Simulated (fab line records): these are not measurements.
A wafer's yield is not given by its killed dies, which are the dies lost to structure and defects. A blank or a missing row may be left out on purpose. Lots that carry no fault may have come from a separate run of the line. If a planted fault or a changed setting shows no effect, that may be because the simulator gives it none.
Comparing a struck lot with a sound one + flow ritCmos + 18 out of 202 route steps
Sound: wafers L135.1, L135.2, L135.5. Struck: wafer L132.1 (L132.4, L132.5, from the same lot, were not struck and are left out); the cause is given at the end.
Each step with rows lists, per side, the tool, then ch with its chambers, then its first start. Under that, the readings that differ: sound wafers + struck wafers + difference of the means + sigmas: that difference in standard deviations of wafers without a fault.
alike: same words and numbers on both sides, and readings whose means sit less than 2 such deviations apart. not compared: any withheld reading, any reading some wafer has no value for, any bound like >300 that may hide the same value, and any number with overlapping values for which the record gives no deviation.
A row with sigmas, a row that says differs or no value, or rows on one side alone: a step with any of these is where the two part. Numbers that don't overlap but have no deviation are shown without sigmas and don't part them. A reading that every wafer of one side lacks parts them only if that side has two wafers or more.

RIT_M1_SPUTTER_00: material Al, target thk 400 nm, time 500 s.
  struck on pvdSputter-02, day 5 21:51; sound on pvdSputter-04, day 6 13:00
  alike: throttleValvePct
RIT_M1_RS_MEAS_01: measures by four-point-probe.
  struck on filmMetro-04, day 5 22:08; sound on filmMetro-04, day 6 13:18
| reading           | sound                | struck | difference | sigmas |
|-------------------|----------------------|--------|------------|--------|
| M1_AL_RS (ohm/sq) | 0.0715 0.0723 0.0719 | 0.0740 | +0.0021    | +3     |
RIT_M1_THK_MEAS_02: measures by xrf.
  struck on filmMetro-04, day 5 22:16; sound on filmMetro-04, day 6 13:25
| reading        | sound       | struck | difference | sigmas |
|----------------|-------------|--------|------------|--------|
| M1_AL_THK (nm) | 411 409 411 | 400    | -10        | -3     |
then, 6 steps without rows for these wafers: RIT_M1_HMDS_03 (prime time 60 s); RIT_M1_COAT_04 (resist thk 1300 nm); RIT_M1_SOFTBAKE_05 (time 60 s); RIT_M1_EXPOSE_06 (exposes mask M12, target cd 2600 nm); RIT_M1_PEB_07; RIT_M1_DEVELOP_08 (develop time 68 s).
RIT_M1_CD_MEAS_09: target cd 2600 nm.
  struck on cdSem-02, day 5 23:12; sound on cdSem-01, day 6 14:29
  alike: cdNm
RIT_M1_OVL_MEAS_10:
  struck on overlay-01, day 5 23:19; sound on overlay-02, day 6 14:36
  alike: M1_OVL
then, 1 step without rows for these wafers: RIT_M1_HARDBAKE_11 (time 120 s).
RIT_M1_METAL_ETCH_12: etches Al in Cl2/BCl3, stops on SiO2, time 165 s, target depth 600 nm.
  sound on rieMetal-03 ch 0,1, day 6 14:53; struck on rieMetal-04 ch 0, day 5 23:37
| reading                                | sound                | struck | difference | sigmas      |
|----------------------------------------|----------------------|--------|------------|-------------|
| drypumpMotorCurrentA (A)               | 6.3 5.7 5.7          | 5.2    | -0.7       | -2          |
| oesProductAu (a.u.)                    | 0.781 0.778 0.784    | 0.995  | +0.214     | +29         |
| runLengthS (s)                         | 192.86 192.61 192.81 | 127.13 | -65.63     | -99 or more |
| model.NOVOLAK_of_M1_COAT_04.thkNm (nm) | 803.6 799.6 795.8    | 936.8  | +137.1     |             |
| model.M1.featureDepthNm (nm)           | 442.8 439.4 441.7    | 360    | -81        |             |
| model.etch.depthNm (nm)                | 410.7 407.1 408.8    | 360    | -49        |             |
  alike: throttleValvePct
  not compared: rfHoursCounterH
then, 1 step without rows for these wafers: RIT_M1_STRIP_13 (strips in nmp, time 600 s).
RIT_M1_STRIP_14: strips in O2, time 180 s.
  sound on plasmaAsher-01 ch 0,1, day 6 15:14; struck on plasmaAsher-04 ch 0, day 5 23:57
  alike: drypumpMotorCurrentA
  not compared: rfHoursCounterH
RIT_M1_CD_MEAS_90: target cd 2600 nm.
  struck on cdSem-02, day 6 00:07; sound on cdSem-01, day 6 15:24
| reading   | sound                | struck | difference | sigmas |
|-----------|----------------------|--------|------------|--------|
| cdNm (nm) | 2601.0 2598.6 2598.5 | 2607.6 | +8.2       | +3     |
then, 1 step without rows for these wafers: RIT_M1_ANNEAL_15 (time 1800 s).
RIT_M1_PROBE_99:
  struck on prober-01, day 6 01:52; sound on prober-02, day 6 17:08
| reading                                 | sound             | struck                  | difference                   | sigmas      |
|-----------------------------------------|-------------------|-------------------------|------------------------------|-------------|
| hold                                    | - - -             | awaitDispo/2.3h/release | no value on the sound wafers |             |
| defectLimitedYield (%)                  | 98.1 97.0 97.3    | 0                       | -97                          | -75         |
| killed_at_M0_to_M3                      | 0 1 0             | 262                     | +262                         | +99 or more |
| killedDies                              | 5 8 7             | 264                     | +257                         | +76         |
| killedOnRim                             | 2 2 1             | 70                      | +68                          | +46         |
| sort_bin_5_function (%)                 | 1.1 1.1 1.5       | 99.6                    | +98.4                        | +99 or more |
| sortNPass                               | 259 256 257       | 0                       | -257                         | -76         |
| sortYieldPct (%)                        | 98.1 97.0 97.3    | 0                       | -97                          | -75         |
| model.etest.tester.sortNPass            | 259 256 257       | 0                       | -257                         |             |
| model.etest.tester.sortYieldPct (%)     | 98.11 96.97 97.35 | 0                       | -97                          |             |
| model.etest.tester.sort_bin_5_pct (%)   | 1.136 1.136 1.515 | 99.62                   | +98.36                       |             |
| model.etest.npolySal.short              | 0 0 0             | 1                       | +1                           |             |
| model.etest.contactDiodeArray.overLimit | 0 0 0             | 1                       | +1                           |             |
| model.etest.vpnp.short                  | 0 0 0             | 1                       | +1                           |             |
| model.etest.pldd.short                  | 0 0 0             | 1                       | +1                           |             |
| model.etest.antennaContact.short        | 0 0 0             | 1                       | +1                           |             |
  alike: killedAtContacts, killedAtFrontEnd, killedOpen, killedShort, sort_bin_3_pad_short, sort_bin_6_memory

== WHERE THEY PART ==
Earliest at RIT_M1_RS_MEAS_01; latest, in this record, at RIT_M1_PROBE_99.

WHY: whatever the simulator had introduced
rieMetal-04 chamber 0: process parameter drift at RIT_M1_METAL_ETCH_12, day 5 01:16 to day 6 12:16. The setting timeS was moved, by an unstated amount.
